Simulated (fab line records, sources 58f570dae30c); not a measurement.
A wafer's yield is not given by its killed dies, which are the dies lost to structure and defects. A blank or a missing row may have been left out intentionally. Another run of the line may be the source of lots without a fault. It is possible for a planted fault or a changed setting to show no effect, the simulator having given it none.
Chamber matching / flow berkeleyCmos170 / wetBench-04 running UCB170_M3_STRIP_08: 4 sister chambers
The step strips KrF in DMSO, time 600 s. 8 wafers are shown with their chamber, then 11 later ones without.

## WAFERS PAIRED WITH THEIR CHAMBERS
wafer=L365.4; chamber=0; tempC (C)=80.01
wafer=L365.5; chamber=0; tempC (C)=80.04
wafer=L364.3; chamber=1; tempC (C)=80.02
wafer=L364.4; chamber=1; tempC (C)=80.00
wafer=L368.5; chamber=2; tempC (C)=80.31
wafer=L368.6; chamber=2; tempC (C)=80.16
wafer=L366.4; chamber=3; tempC (C)=79.98
wafer=L370.2; chamber=3; tempC (C)=80.02

## WAFERS WHOSE CHAMBER IS MISSING
wafer=L370.3; tempC (C)=79.94
wafer=L370.4; tempC (C)=79.82
wafer=L371.2; tempC (C)=79.96
wafer=L371.3; tempC (C)=79.98
wafer=L371.4; tempC (C)=79.93
wafer=L383.2; tempC (C)=80.11
wafer=L383.3; tempC (C)=79.96
wafer=L383.6; tempC (C)=80.04
wafer=L382.1; tempC (C)=79.95
wafer=L382.3; tempC (C)=79.91
wafer=L382.5; tempC (C)=80.01

## EACH ONE'S CHAMBER
wafer=L370.3; from the rows above=can't be placed: 3 or 1 or 0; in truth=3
wafer=L370.4; from the rows above=can't be placed: 3 or 1 or 0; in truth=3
wafer=L371.2; from the rows above=can't be placed: 3 or 1 or 0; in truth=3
wafer=L371.3; from the rows above=can't be placed: 3 or 1 or 0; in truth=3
wafer=L371.4; from the rows above=can't be placed: 3 or 1 or 0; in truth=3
wafer=L383.2; from the rows above=can't be placed: 0 or 1 or 3 or 2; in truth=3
wafer=L383.3; from the rows above=can't be placed: 3 or 1 or 0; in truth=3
wafer=L383.6; from the rows above=can't be placed: 0 or 1 or 3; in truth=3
wafer=L382.1; from the rows above=can't be placed: 3 or 1 or 0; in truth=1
wafer=L382.3; from the rows above=can't be placed: 3 or 1 or 0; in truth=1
wafer=L382.5; from the rows above=can't be placed: 1 or 3 or 0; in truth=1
0 of 11 placed correctly. From these rows, 11 cannot be placed; in 11 the true chamber is one of the candidates. Wrongly placed: 0.
How it was worked out, from the rows above alone: a wafer's distance from a chamber is the root of the sum, over the readings, of the square of ((its reading less the chamber's mean) divided by the reading's scatter). The wafer belongs to the nearest chamber; if the next one is less than 2 further off, it can't be placed. Each chamber's mean is taken over the wafers shown for it. The scatter: the root of (the sum of the squares of (reading less its chamber's mean) over the shown wafers, divided by (wafers less chambers)).
